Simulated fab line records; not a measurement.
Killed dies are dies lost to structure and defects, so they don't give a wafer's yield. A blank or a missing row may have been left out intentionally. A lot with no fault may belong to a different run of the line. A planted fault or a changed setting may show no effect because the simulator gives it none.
Check for tools in common    flow berkeleyCmos170    48 wafers sampled across 14 lots

WHY IT WAS OPENED
On 2 of the 14 lots, a flag is raised at UCB170_V1_CD_MEAS_12 on the reading cdNm. Wafers without a fault read 699.5 nm, standard deviation 1.3.
Rule: a lot gets a flag if all its wafers with a number sit over 4 standard deviations from that mean, or if no wafer of it has a number. The rest of the lots are taken to be sound.

lot   measured      on        cdNm (nm), wafer by wafer            flag
L454  day 8 22:37   cdSem-02  698.8 699.7 698.2                    
L453  day 9 02:45   cdSem-01  698.5 698.7 698.7                    
L455  day 9 08:31   cdSem-02  699.5 699.6 699.8                    
L456  day 9 10:24   cdSem-01  700.3 700.8 701.2                    
L458  day 9 23:04   cdSem-01  701.7 700.6 701.4                    
L457  day 9 23:54   cdSem-02  701.0 700.8 700.1                    
L461  day 10 01:34  cdSem-01  696.8 697.4 696.9                    
L462  day 10 10:44  cdSem-02  697.7 699.1 699.1                    
L463  day 10 12:30  cdSem-02  700.0 701.1 701.1                    
L468  day 12 04:00  cdSem-01  698.6 698.4 698.6                    
L469  day 12 04:24  cdSem-01  711.4 711.1 710.8 711.4 711.2 710.7  FLAGGED
L467  day 12 05:49  cdSem-02  698.7 699.6 699.7                    
L472  day 12 09:08  cdSem-02  698.7 699.2 699.1                    
L471  day 12 12:19  cdSem-01  707.1 706.2 706.9 706.8 706.3 706.7  FLAGGED
The mean of the flagged lots' numbers is 708.9 nm, +9.4 nm from the usual (+7 standard deviations).

TOOL THAT RAN EACH LOT
The record keeps 1 process step preceding the reading, out of 331 steps on the route. Each cell gives the tool, then ch followed by the chambers the sampled wafers passed through, then the start.
lot   flag     UCB170_V1_PEB_10
L454           lithoTrack-04 ch 0, day 8 22:20
L453           lithoTrack-03 ch 0, day 9 02:29
L455           lithoTrack-03 ch 0, day 9 08:14
L456           lithoTrack-02 ch 0, day 9 10:08
L458           lithoTrack-02 ch 0, day 9 22:47
L457           lithoTrack-04 ch 0, day 9 23:38
L461           lithoTrack-02 ch 0, day 10 01:17
L462           lithoTrack-02 ch 0, day 10 10:28
L463           lithoTrack-04 ch 0, day 10 12:14
L468           lithoTrack-03 ch 0, day 12 03:44
L469  FLAGGED  lithoTrack-02 ch 0, day 12 04:07
L467           lithoTrack-03 ch 0, day 12 05:34
L472           lithoTrack-04 ch 0, day 12 08:51
L471  FLAGGED  lithoTrack-02 ch 0, day 12 12:01
What these steps do:
- UCB170_V1_PEB_10
- UCB170_V1_CD_MEAS_12: target cd 700 nm.

FLAGGED AGAINST TOTAL, ONE TOOL AT A TIME (gauges that did the reading follow at the end)
step                  tool           lots run  flagged  share of the flagged lots  sound lots run after its first flagged lot
UCB170_V1_PEB_10      lithoTrack-02  6         2        all                        0
UCB170_V1_PEB_10      lithoTrack-03  4         0        none                       -
UCB170_V1_PEB_10      lithoTrack-04  4         0        none                       -
UCB170_V1_CD_MEAS_12  cdSem-01       7         2        all                        0
UCB170_V1_CD_MEAS_12  cdSem-02       7         0        none                       -

WHAT THE TABLE PERMITS
Every flagged lot went through 2 rows of the table: lithoTrack-02 at UCB170_V1_PEB_10 and cdSem-01 at UCB170_V1_CD_MEAS_12.
- lithoTrack-02 at UCB170_V1_PEB_10: 2 of its 6 lots flagged. It ran its last sound lot, L462, at day 10 10:28 and its first flagged lot, L469, at day 12 04:07: a fault with its onset between the two fits. Its own readings lie more than 4 standard deviations out on every wafer of the flagged lots: heaterPowerTotalW, plateTempC.
- cdSem-01 at UCB170_V1_CD_MEAS_12: 2 of its 7 lots flagged. It ran its last sound lot, L468, at day 12 04:00 and its first flagged lot, L469, at day 12 04:24: a fault with its onset between the two fits.
Because each of these 2 tools fits a fault that began at some hour, counting lots does not separate them. More lots, or a look at what each step does to the wafer, might.

WHAT THE SIMULATOR HAD INSERTED
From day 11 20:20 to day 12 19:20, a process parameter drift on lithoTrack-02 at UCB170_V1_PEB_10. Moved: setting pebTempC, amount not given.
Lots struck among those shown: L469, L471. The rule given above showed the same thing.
